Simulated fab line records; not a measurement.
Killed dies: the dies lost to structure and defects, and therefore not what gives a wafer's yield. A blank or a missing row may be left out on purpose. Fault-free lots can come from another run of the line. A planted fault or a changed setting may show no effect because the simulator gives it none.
fab line records -- flow ritCmos
[record] lots = 14, wafers = 42, lastDay = 7
route steps=202 shown PLDD@116 M1@202
lots untouched by any fault: they come from a run of this same line in which no faults occurred
startH: hours from the record's opening day to when the first of the lot's shown wafers began -- waitH: time in hours since the lot's previous step -- " repeats the value in the row above -- L1.1+2: a row that stands for several wafers -- - value missing, or start not given -- * or withheld: withheld -- < > ~ a bound
route shown NAME@n: names a module that has steps shown in the file, with the first one's number in the route -- usual: the fault-free wafers' mean and standard deviation -- same: alike in all rows -- chamber/n: place in a boat -- sites: per-site readings -- _std_site: how widely they spread, as a standard deviation -- _edge_site: the outer-site mean with the inner-site mean subtracted -- radiusMm: for every site, how far away it sits from the centre of the wafer -- mask NAME#n: copy n -- behind: the most recent tool/chamber to have shaped the wafer -- hold: the reason the lot was held/the length of the hold in hours/how it ended -- device: names the non-switching transistor (n, p or np) -- end of line: tests run on the same wafers once the route is complete -- step lacking rows: just its recipe -- killed: dies that structure and defects cost at the first sort, which is not the same as the wafer's yield -- map: shows each die of a wafer: x if killed, . if not, _ if none is there
set.NAME: the setting as run; set.NAME@STEP: as run at that earlier step -- model.NAME: the simulator's own value behind a step, which no gauge read
the route's steps for a sample of lots (tables are steps, rows are wafers)
[[steps]]
[step RIT_PLDD_SOFTBAKE_02]
[recipe] resist = NOVOLAK, tempC = 90, timeS = 60
[usual] heaterPowerTotalW = 34.55/0.047, plateTempC = 89.98/0.13
lot.wafer,tool,chamber,startH,waitH,heaterPowerTotalW,plateTempC
L538.1,lithoTrack-02,0,48.98,0.1,34.61,89.95
L538.2,lithoTrack-02,0,48.98,0.1,34.51,89.88
L538.5,lithoTrack-02,0,48.98,0.1,34.53,89.99
L540.1,lithoTrack-01,0,56.52,0.1,34.69,90.25
L540.2,lithoTrack-01,0,56.52,0.1,34.59,89.89
L540.6,lithoTrack-01,0,56.52,0.1,34.48,89.94
L541.2,lithoTrack-01,0,64.12,0.1,34.56,89.83
L541.4,lithoTrack-01,0,64.12,0.1,34.54,89.69
L541.5,lithoTrack-01,0,64.12,0.1,34.51,90.03
L542.2,lithoTrack-02,0,69.11,0.1,34.56,90.01
L542.3,lithoTrack-02,0,69.11,0.1,34.62,89.77
L542.6,lithoTrack-02,0,69.11,0.1,34.55,90.15
L543.1,lithoTrack-02,0,72.33,0.1,34.56,89.89
L543.2,lithoTrack-02,0,72.33,0.1,34.52,89.86
L543.3,lithoTrack-02,0,72.33,0.1,34.63,89.96
L544.1,lithoTrack-02,0,77.08,0.1,34.55,89.96
L544.3,lithoTrack-02,0,77.08,0.1,34.56,90.09
L544.5,lithoTrack-02,0,77.08,0.1,34.41,90.09
L545.1,lithoTrack-02,0,82.11,0.1,34.45,89.99
L545.2,lithoTrack-02,0,82.11,0.1,34.56,89.86
L545.3,lithoTrack-02,0,82.11,0.1,34.53,89.93
L546.2,lithoTrack-04,0,88.14,0.1,34.49,89.92
L546.3,lithoTrack-04,0,88.14,0.1,34.51,89.81
L546.6,lithoTrack-04,0,88.14,0.1,34.58,89.84
L552.1,lithoTrack-02,0,118.26,0.1,33.90,88.89
L552.2,lithoTrack-02,0,118.26,0.1,33.90,88.85
L552.3,lithoTrack-02,0,118.26,0.1,33.91,88.99
L553.2,lithoTrack-02,0,129.51,0.1,33.90,88.87
L553.3,lithoTrack-02,0,129.51,0.1,33.93,88.80
L553.5,lithoTrack-02,0,129.51,0.1,33.88,88.70
L554.1,lithoTrack-01,0,129.83,0.1,34.58,89.98
L554.3,lithoTrack-01,0,129.83,0.1,34.59,90.00
L554.4,lithoTrack-01,0,129.83,0.1,34.52,90.20
L555.1,lithoTrack-04,0,137.77,0.1,34.48,90.11
L555.4,lithoTrack-04,0,137.77,0.1,34.57,90.14
L555.6,lithoTrack-04,0,137.77,0.1,34.59,89.98
L557.1,lithoTrack-04,0,146.85,0.1,34.53,89.73
L557.2,lithoTrack-04,0,146.85,0.1,34.44,90.04
L557.3,lithoTrack-04,0,146.85,0.1,34.52,89.85
L558.2,lithoTrack-04,0,152.00,0.1,34.61,90.17
L558.4,lithoTrack-04,0,152.00,0.1,34.60,90.08
L558.5,lithoTrack-04,0,152.00,0.1,34.58,90.33
[step RIT_M1_PROBE_99]
[usual] killedAtContacts = 0.1/0.24, killedAtFrontEnd = 6.7/2.9, killedDies = 6.8/2.9, killedOpen = 3.5/1.8, killedShort = 3.3/2.1
[same] grossDies = 264, killed_at_M0_to_M3 = 0, killed_at_M4_up = 0, killedAtBackSide = 0, killedAtOther = 0
lot.wafer,tool,chamber,startH,waitH,killedAtContacts,killedAtFrontEnd,killedDies,killedOpen,killedShort
L538.1,prober-01,-,63.77,0.1,0,12,12,7,5
L538.2,prober-01,-,63.82,0.1,0,5,5,2,3
L538.5,prober-01,-,63.97,0.2,0,8,8,3,5
L540.1,prober-01,-,71.83,0.1,0,3,3,2,1
L540.2,prober-01,-,71.88,0.1,0,4,4,4,0
L540.6,prober-01,-,72.08,0.2,0,2,2,2,0
L541.2,prober-02,-,78.46,0.1,0,4,4,3,1
L541.4,prober-02,-,78.56,0.2,0,8,8,4,4
L541.5,prober-02,-,78.61,0.2,0,9,9,2,7
L542.2,prober-01,-,84.35,0.1,0,6,6,4,2
L542.3,prober-01,-,84.40,0.2,0,7,7,5,2
L542.6,prober-01,-,84.55,0.2,0,7,7,5,2
L543.1,prober-02,-,87.25,0.1,0,4,4,3,1
L543.2,prober-02,-,87.30,0.1,0,11,11,3,8
L543.3,prober-02,-,87.35,0.2,0,4,4,1,3
L544.1,prober-01,-,92.07,0.1,0,8,8,2,6
L544.3,prober-01,-,92.17,0.2,0,12,12,6,6
L544.5,prober-01,-,92.27,0.2,0,3,3,2,1
L545.1,prober-02,-,96.74,0.1,0,4,4,3,1
L545.2,prober-02,-,96.79,0.1,0,7,7,2,5
L545.3,prober-02,-,96.84,0.2,1,11,12,6,6
L546.2,prober-01,-,102.94,0.1,0,5,5,1,4
L546.3,prober-01,-,102.99,0.2,0,5,5,3,2
L546.6,prober-01,-,103.14,0.2,0,5,5,2,3
L552.1,prober-01,-,132.90,0.1,0,8,8,5,3
L552.2,prober-01,-,132.95,0.1,0,13,13,8,5
L552.3,prober-01,-,133.00,0.2,0,13,13,6,7
L554.1,prober-01,-,145.11,0.1,0,6,6,2,4
L554.3,prober-01,-,145.21,0.2,0,2,2,2,0
L554.4,prober-01,-,145.26,0.2,0,6,6,5,1
L553.2,prober-02,-,145.16,0.1,0,4,4,2,2
L553.3,prober-02,-,145.21,0.2,0,10,10,7,3
L553.5,prober-02,-,145.31,0.2,0,5,5,1,4
L555.1,prober-01,-,153.77,0.1,0,7,7,4,3
L555.4,prober-01,-,153.92,0.2,1,3,4,3,1
L555.6,prober-01,-,154.02,0.2,0,6,6,5,1
L557.1,prober-01,-,161.42,0.1,0,8,8,3,5
L557.2,prober-01,-,161.47,0.1,0,4,4,2,2
L557.3,prober-01,-,161.52,0.2,0,5,5,4,1
L558.2,prober-02,-,166.59,0.1,0,5,5,4,1
L558.4,prober-02,-,166.69,0.2,0,14,14,6,8
L558.5,prober-02,-,166.74,0.2,0,10,10,4,6
// killed by level:class
L538.1 GATE:geometricParticle:open=4 GATE:geometricParticle:short=2 SPACER:geometricParticle:short=2 FOX1:geometricParticle:open=1 REOX:geometricParticle:open=1 SPACER:geometricParticle:open=1 SILICIDE:geometricParticle:short=1
L538.2 FOX1:geometricParticle:short=2 GATE:geometricParticle:open=1 REOX:geometricParticle:open=1 GATE:geometricParticle:short=1
L538.5 SPACER:geometricParticle:short=2 SILICIDE:geometricParticle:open=2 FOX1:geometricParticle:short=1 FOX2:geometricParticle:short=1 GATE:geometricParticle:short=1 REOX:geometricParticle:open=1
L540.1 GATE:geometricParticle:open=1 SPACER:geometricParticle:open=1 SILICIDE:geometricParticle:short=1
L540.2 GATE:geometricParticle:open=2 FOX1:geometricParticle:open=1 SILICIDE:geometricParticle:open=1
L540.6 SPACER:geometricParticle:open=1 SILICIDE:geometricParticle:open=1
L541.2 GATE:geometricParticle:open=1 GATE:geometricParticle:short=1 REOX:geometricParticle:open=1 SPACER:geometricParticle:open=1
L541.4 SPACER:geometricParticle:short=3 SPACER:geometricParticle:open=3 GATE:geometricParticle:open=1 GATE:geometricParticle:short=1
L541.5 GATE:geometricParticle:short=2 REOX:geometricParticle:short=2 SPACER:geometricParticle:short=2 FOX1:geometricParticle:open=1 SPACER:geometricParticle:open=1 SILICIDE:geometricParticle:short=1
L542.2 REOX:geometricParticle:open=2 SILICIDE:geometricParticle:open=2 FOX1:geometricParticle:short=1 GATE:geometricParticle:short=1
L542.3 REOX:geometricParticle:open=2 SILICIDE:geometricParticle:open=2 FOX1:geometricParticle:short=1 GATE:geometricParticle:short=1 SPACER:geometricParticle:open=1
L542.6 GATE:geometricParticle:open=3 FOX1:geometricParticle:short=1 FOX1:geometricParticle:open=1 REOX:geometricParticle:open=1 REOX:geometricParticle:short=1
L543.1 FOX2:geometricParticle:open=1 GATE:geometricParticle:short=1 GATE:geometricParticle:open=1 REOX:geometricParticle:open=1
L543.2 GATE:geometricParticle:short=5 GATE:geometricParticle:open=2 FOX1:geometricParticle:short=1 REOX:geometricParticle:short=1 REOX:geometricParticle:open=1 SILICIDE:geometricParticle:short=1
L543.3 FOX1:geometricParticle:short=1 GATE:geometricParticle:open=1 REOX:geometricParticle:short=1 SILICIDE:geometricParticle:short=1
L544.1 GATE:geometricParticle:short=3 REOX:geometricParticle:open=2 REOX:geometricParticle:short=1 SPACER:geometricParticle:short=1 SILICIDE:geometricParticle:short=1
L544.3 GATE:geometricParticle:short=4 GATE:geometricParticle:open=3 REOX:geometricParticle:open=2 FOX1:geometricParticle:open=1 FOX1:geometricParticle:short=1 SPACER:geometricParticle:short=1
L544.5 REOX:geometricParticle:open=1 SPACER:geometricParticle:short=1 SILICIDE:geometricParticle:open=1
L545.1 GATE:geometricParticle:open=2 FOX1:geometricParticle:open=1 FOX1:geometricParticle:short=1
L545.2 GATE:geometricParticle:short=3 FOX1:geometricParticle:short=1 SPACER:geometricParticle:open=1 SILICIDE:geometricParticle:short=1 SILICIDE:geometricParticle:open=1
L545.3 GATE:geometricParticle:open=3 GATE:geometricParticle:short=3 FOX1:geometricParticle:open=1 FOX1:geometricParticle:short=1 REOX:geometricParticle:open=1 SPACER:geometricParticle:open=1 SILICIDE:geometricParticle:short=1 CONTACT:geometricParticle:short=1
L546.2 GATE:geometricParticle:short=2 FOX1:geometricParticle:short=1 GATE:geometricParticle:open=1 SPACER:geometricParticle:short=1
L546.3 FOX1:geometricParticle:open=1 GATE:geometricParticle:short=1 REOX:geometricParticle:open=1 SPACER:geometricParticle:open=1 SPACER:geometricParticle:short=1
L546.6 GATE:geometricParticle:short=3 REOX:geometricParticle:open=1 SPACER:geometricParticle:open=1
L552.1 REOX:geometricParticle:open=2 SILICIDE:geometricParticle:short=2 FOX1:geometricParticle:open=1 SPACER:geometricParticle:open=1 SPACER:geometricParticle:short=1 SILICIDE:geometricParticle:open=1
L552.2 GATE:geometricParticle:open=5 FOX1:geometricParticle:short=1 FOX2:geometricParticle:open=1 GATE:geometricParticle:short=1 REOX:geometricParticle:short=1 REOX:geometricParticle:open=1 SPACER:geometricParticle:short=1 SILICIDE:geometricParticle:open=1
L552.3 SPACER:geometricParticle:short=5 REOX:geometricParticle:open=2 SILICIDE:geometricParticle:open=2 FOX2:geometricParticle:open=1 GATE:geometricParticle:short=1 SPACER:geometricParticle:open=1 SILICIDE:geometricParticle:short=1
L554.1 GATE:geometricParticle:short=2 GATE:geometricParticle:open=1 SPACER:geometricParticle:open=1 SPACER:geometricParticle:short=1 SILICIDE:geometricParticle:short=1
L553.2 FOX1:geometricParticle:open=1 GATE:geometricParticle:open=1 GATE:geometricParticle:short=1 REOX:geometricParticle:short=1
L553.3 GATE:geometricParticle:open=3 REOX:geometricParticle:open=3 SPACER:geometricParticle:short=2 GATE:geometricParticle:short=1 SPACER:geometricParticle:open=1
L554.3 GATE:geometricParticle:open=2
L554.4 GATE:geometricParticle:open=3 SPACER:geometricParticle:open=2 GATE:geometricParticle:short=1
L553.5 GATE:geometricParticle:short=2 GATE:geometricParticle:open=1 REOX:geometricParticle:short=1 SILICIDE:geometricParticle:short=1
L555.1 SPACER:geometricParticle:open=2 FOX1:geometricParticle:open=1 GATE:geometricParticle:short=1 GATE:geometricParticle:open=1 SPACER:geometricParticle:short=1 SILICIDE:geometricParticle:short=1
L555.4 FOX1:geometricParticle:short=1 GATE:geometricParticle:open=1 SPACER:geometricParticle:open=1 CONTACT:geometricParticle:open=1
L555.6 REOX:geometricParticle:open=2 SPACER:geometricParticle:open=2 FOX2:geometricParticle:open=1 SPACER:geometricParticle:short=1
L557.1 FOX1:geometricParticle:short=2 GATE:geometricParticle:open=2 FOX1:geometricParticle:open=1 GATE:geometricParticle:short=1 REOX:geometricParticle:short=1 SPACER:geometricParticle:short=1
L557.2 GATE:geometricParticle:short=1 GATE:geometricParticle:open=1 SILICIDE:geometricParticle:short=1 SILICIDE:geometricParticle:open=1
L557.3 FOX1:geometricParticle:open=2 FOX1:geometricParticle:short=1 GATE:geometricParticle:open=1 SILICIDE:geometricParticle:open=1
L558.2 SILICIDE:geometricParticle:open=2 FOX1:geometricParticle:open=1 REOX:geometricParticle:short=1 SPACER:geometricParticle:open=1
L558.4 GATE:geometricParticle:short=4 FOX1:geometricParticle:short=3 REOX:geometricParticle:open=3 FOX1:geometricParticle:open=1 GATE:geometricParticle:open=1 REOX:geometricParticle:short=1 SPACER:geometricParticle:open=1
L558.5 GATE:geometricParticle:short=3 GATE:geometricParticle:open=3 SILICIDE:geometricParticle:short=2 FOX1:geometricParticle:short=1 REOX:geometricParticle:open=1
[[key]]
[firstSign] step = RIT_PLDD_SOFTBAKE_02, reading = heaterPowerTotalW, direction = down, sigmas = 14, usual = 34.55, struck = 33.90
[effect] step = RIT_PLDD_SOFTBAKE_02, reading = plateTempC, direction = down, sigmas = 9, usual = *, struck = *
metAt RIT_PLDD_SOFTBAKE_02
struckLots L552,L553
testerLeftOut L552,L553
onsetBetween 82.11 118.26
[fault] kind = processParameterDrift, tool = lithoTrack-02, chamber = -, onsetH = 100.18, steps = RIT_PLDD_SOFTBAKE_02, channel = tempC, offset = *, shape = step, endH = 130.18, actsIn = *, stated = *
// testerLeftOut: of these lots the tester's yield and bins aren't shown, on N5 and GAA mostly nor the transistor test; their killed dies are dies lost to structure and defects alone, not to doping, threshold or leakage, so they don't give the yield
